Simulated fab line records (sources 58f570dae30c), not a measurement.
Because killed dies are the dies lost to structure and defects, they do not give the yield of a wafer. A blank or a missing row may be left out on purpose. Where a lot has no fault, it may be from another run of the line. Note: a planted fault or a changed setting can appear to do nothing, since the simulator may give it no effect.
Struck lot and sound lot, side by side | flow berkeley-cmos170 | 37 steps out of a route of 331
Sound: the wafers L408.1, L408.2, L408.6. Struck: wafers L410.1, L410.5, L410.6. The cause is named last.
For every step that has rows: the tool of each side, followed by ch and its chambers, followed by its first start. Under that, the readings that differ: sound wafers | struck wafers | difference of the means | sigmas: that difference in standard deviations of wafers without a fault.
alike: readings whose means differ by less than 2 such deviations, and words and numbers that are the same on both sides. not compared: withheld readings, readings that some wafer has no value for, bounds like >300 that may hide the same value, and numbers for which the record gives no deviation and whose values overlap.
The two part at a step that has a row with sigmas, a row that says differs or no value, or rows on one side only. Numbers that have no deviation but don't overlap get no sigmas and don't part them. A reading missing from all wafers of one side parts the sides only when that side holds two or more wafers.

first, 1 step without rows for these wafers: UCB170_SPACER_CVD_00 (deposits SiO2 from TEOS/O2, target thk 376 nm, time 47 s).
UCB170_SPACER_THK_MEAS_01:
  sound on film-metro-04 at day 10 07:30; struck on film-metro-03 at day 11 04:17
  alike: SPACER_TEOS_THK
then, 1 step without rows for these wafers: UCB170_SPACER_ANNEAL_02 (time 1800 s).
UCB170_SPACER_ETCHBACK_03: etches SiO2 in CHF3/CF4/Ar, stops on Si, target depth 376 nm, time 100 s.
  sound on rie-diel-04 ch 1,2, day 10 11:23; struck on rie-diel-01 ch 0,3, day 11 09:25
  alike: drypump-motor-current-A, mfc-ar-sccm, oes-product-au, throttle-valve-pct
  not compared: rf-hours-counter-h
then, 6 steps without rows for these wafers: UCB170_PSD_HMDS_00 (prime time 60 s); UCB170_PSD_COAT_01 (resist thk 900 nm); UCB170_PSD_SOFTBAKE_02 (time 60 s); UCB170_PSD_EXPOSE_03 (exposes mask PSELECT MOD, target cd 1200 nm); UCB170_PSD_PEB_04; UCB170_PSD_DEVELOP_05 (develop time 45 s).
UCB170_PSD_CD_MEAS_06: target cd 1200 nm.
  sound on cd-sem-01 at day 10 14:03; struck on cd-sem-01 at day 11 11:00
  alike: cd-nm
UCB170_PSD_OVL_MEAS_07:
  sound on overlay-02 at day 10 14:10; struck on overlay-01 at day 11 11:07
  alike: PSD_OVL
UCB170_PSD_IMPLANT_08:
  sound on implanter-04 ch 0, day 10 14:13; struck on implanter-04 ch 0, day 11 11:09
  reading            | sound                         | struck                       | difference | sigmas
  dose-ions-cm2      | 2.999e+15 3.003e+15 3.001e+15 | 2.68e+15 2.678e+15 2.682e+15 | -3.21e+14  | -99 or more
  faraday-current-uA | 9821 9274 9046                | 8494 7884 8323               | -1147      | -5
  alike: beam-energy-keV, beam-on-s
UCB170_PSD_STRIP_09: strips in O2.
  sound on plasma-asher-01 ch 0,1, day 10 14:22; struck on plasma-asher-04 ch 0,1, day 11 11:18
  reading                      | sound             | struck            | difference | sigmas
  oes-product-au (a.u.)        | 0.602 0.601 0.593 | 0.615 0.620 0.617 | +0.019     | +4
  strip-time-to-endpoint-s (s) | 29.34 29.33 29.26 | 28.18 28.08 28.05 | -1.21      | -16
  alike: drypump-motor-current-A
  not compared: rf-hours-counter-h
UCB170_PSD_TW_MEAS_10:
  sound on film-metro-03 at day 10 14:28; struck on film-metro-03 at day 11 11:38
  reading | sound          | struck         | difference | sigmas
  PSD_TW  | 2353 2353 2354 | 2270 2253 2260 | -92        | -5
  not compared: hold
then, 6 steps without rows for these wafers: UCB170_NSD_HMDS_00 (prime time 60 s); UCB170_NSD_COAT_01 (resist thk 900 nm); UCB170_NSD_SOFTBAKE_02 (time 60 s); UCB170_NSD_EXPOSE_03 (exposes mask NSELECT MOD, target cd 1200 nm); UCB170_NSD_PEB_04; UCB170_NSD_DEVELOP_05 (develop time 45 s).
UCB170_NSD_CD_MEAS_06: target cd 1200 nm.
  sound on cd-sem-02 at day 10 16:22; struck on cd-sem-02 at day 11 20:08
  alike: cd-nm
UCB170_NSD_OVL_MEAS_07:
  sound on overlay-02 at day 10 16:29; struck on overlay-02 at day 11 20:16
  alike: NSD_OVL
following that, these wafers have no rows for 1 step: UCB170_NSD_IMPLANT_08.
UCB170_NSD_STRIP_09: strips in O2.
  sound on plasma-asher-04 ch 0,1, day 10 16:40; struck on plasma-asher-04 ch 0,1, day 11 20:27
  alike: drypump-motor-current-A, oes-product-au, strip-time-to-endpoint-s
  not compared: rf-hours-counter-h
UCB170_NSD_TW_MEAS_10:
  sound on film-metro-01 at day 10 16:46; struck on film-metro-01 at day 11 20:33
  alike: NSD_TW
then, 4 steps without rows for these wafers: UCB170_NSD_CLEAN_11 (cleans in SPM, time 600 s); UCB170_BACKSIDE_HMDS_00 (prime time 60 s); UCB170_BACKSIDE_COAT_01 (resist thk 900 nm); UCB170_BACKSIDE_SOFTBAKE_02 (time 60 s).
UCB170_BACKSIDE_STRIP_03: strips in O2.
  sound on plasma-asher-02 ch 0,1, day 10 17:31; struck on plasma-asher-03 ch 0,1, day 11 21:25
  alike: drypump-motor-current-A, oes-product-au, strip-time-to-endpoint-s
  not compared: rf-hours-counter-h
then, 1 step without rows for these wafers: UCB170_BACKSIDE_CLEAN_04 (cleans in SPM, time 600 s).
UCB170_SDANNEAL_RTA_00: time 10 s.
  sound on rtp-anneal-01 ch 0, day 10 17:47; struck on rtp-anneal-02 ch 0, day 11 21:43
  alike: lamp-power-pct, wafer_temp_C_max
UCB170_SDANNEAL_RTA_01: time 5 s.
  sound on rtp-anneal-01 ch 0, day 10 17:51; struck on rtp-anneal-02 ch 0, day 11 21:50
  alike: lamp-power-pct, wafer_temp_C_max
UCB170_SDANNEAL_RS_MEAS_02: a four-point-probe measurement.
  sound on film-metro-01 at day 10 18:07; struck on film-metro-03 at day 11 22:14
  reading         | sound             | struck            | difference | sigmas
  PSD_RS (ohm/sq) | 75.41 75.71 75.97 | 81.86 82.14 82.31 | +6.41      | +25
  not compared: hold
UCB170_SDANNEAL_RS_MEAS_03: a four-point-probe measurement.
  sound on film-metro-01 at day 10 18:14; struck on film-metro-03 at day 12 04:48
  reading | sound | struck                                                                     | difference                   | sigmas
  hold    | - - - | await-dispo/6.4h/release await-dispo/6.4h/release await-dispo/6.4h/release | no value on the sound wafers |
  alike: NSD_RS
UCB170_M3_PROBE_99:
  rows exist in the record for the sound wafers here (prober-01, day 11 18:59), none for the struck ones

## WHERE THEY PART
First at UCB170_PSD_IMPLANT_08; last, within this record, at UCB170_M3_PROBE_99.

WHY: the cause the simulator had injected
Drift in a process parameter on implanter-04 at UCB170_PSD_IMPLANT_08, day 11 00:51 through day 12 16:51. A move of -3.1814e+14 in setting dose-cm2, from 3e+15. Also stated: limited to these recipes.
